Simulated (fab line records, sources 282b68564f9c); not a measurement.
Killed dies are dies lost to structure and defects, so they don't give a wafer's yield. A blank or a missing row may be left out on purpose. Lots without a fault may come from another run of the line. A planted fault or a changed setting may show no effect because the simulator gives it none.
Split-lot experiment | flow rit_cmos | 5 lots, 23 wafers read, on a route of 202 steps

THE SPLIT
At RIT_GATE_COAT_11 (resist thk 850 nm), the setting spin_rpm was moved away from the recipe's 4250 rpm on 8 of the 23 wafers read, by -7.3% to +7.0%. The other wafers ran this setting at the recipe's value.

The reading is taken at the split's own step.

THE READING
NOVOLAK_of_GATE_COAT_11.thk_nm (the simulator's own value, which no gauge read), in nm, at RIT_GATE_COAT_11 (resist thk 850 nm). The file gives no usual value for it. The 15 wafers here that ran the recipe average 849.6 nm, standard deviation 2.1 nm.

wafer  | tool, chamber at the split | spin_rpm as run, rpm | against the recipe | NOVOLAK_of_GATE_COAT_11.thk_nm, nm | against lot-mates on the recipe
L075.2 | litho_track-04, 0          | 4250                 | recipe             | 853.2                              | -
L075.3 | litho_track-04, 0          | 4250                 | recipe             | 853.1                              | -
L075.4 | litho_track-04, 0          | 4250                 | recipe             | 849                                | -
L075.5 | litho_track-04, 0          | 4547                 | +7.0%              | 826.3                              | -25.5
L075.6 | litho_track-04, 0          | 4547                 | +7.0%              | 821.7                              | -30.1
L077.1 | litho_track-01, 0          | 4250                 | recipe             | 847.8                              | -
L077.2 | litho_track-01, 0          | 4250                 | recipe             | 847.9                              | -
L077.3 | litho_track-01, 0          | 3941                 | -7.3%              | 878.1                              | +30.3
L077.4 | litho_track-01, 0          | 3941                 | -7.3%              | 878.8                              | +31.0
L077.6 | litho_track-01, 0          | 3941                 | -7.3%              | 884.2                              | +36.4
L079.1 | litho_track-01, 0          | 4250                 | recipe             | 848.5                              | -
L079.3 | litho_track-01, 0          | 4250                 | recipe             | 852.4                              | -
L079.5 | litho_track-01, 0          | 4250                 | recipe             | 848.3                              | -
L080.1 | litho_track-04, 0          | 4513                 | +6.2%              | 828.6                              | -22.3
L080.3 | litho_track-04, 0          | 4513                 | +6.2%              | 827.2                              | -23.7
L080.4 | litho_track-04, 0          | 4250                 | recipe             | 852.4                              | -
L080.5 | litho_track-04, 0          | 4513                 | +6.2%              | 824.8                              | -26.1
L080.6 | litho_track-04, 0          | 4250                 | recipe             | 849.4                              | -
L082.2 | litho_track-04, 0          | 4250                 | recipe             | 849.5                              | -
L082.3 | litho_track-04, 0          | 4250                 | recipe             | 846.3                              | -
L082.4 | litho_track-04, 0          | 4250                 | recipe             | 849.9                              | -
L082.5 | litho_track-04, 0          | 4250                 | recipe             | 847.3                              | -
L082.6 | litho_track-04, 0          | 4250                 | recipe             | 848.6                              | -

THE FIT
A straight line over all 23 wafers: NOVOLAK_of_GATE_COAT_11.thk_nm changes by -3.93 nm for each +1% of spin_rpm; r = -0.99; the points scatter about the line by 2.5 nm.
The same after taking each lot's own level away (the mean of its wafers on the recipe; 23 wafers): -4.18 nm for each +1%; r = -0.99; scatter 2.1 nm.
On that fit, the largest move of spin_rpm shifts the reading by 30 nm.
The lots' own levels span 847.85 to 851.77 nm, that is 1.8 times the standard deviation above.
So the lot-to-lot level changes the slope little: the two slopes agree.
Check: with one of the wafers moved furthest among these (-7.3%) left out of the fit, the line predicts +31.2 nm for it against its lot-mates. It came out at +30.3 nm against them.

THE FILE'S OWN FIT
NOVOLAK_of_GATE_COAT_11.thk_nm changes by -4.14 nm for each +1% of spin_rpm, r = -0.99.
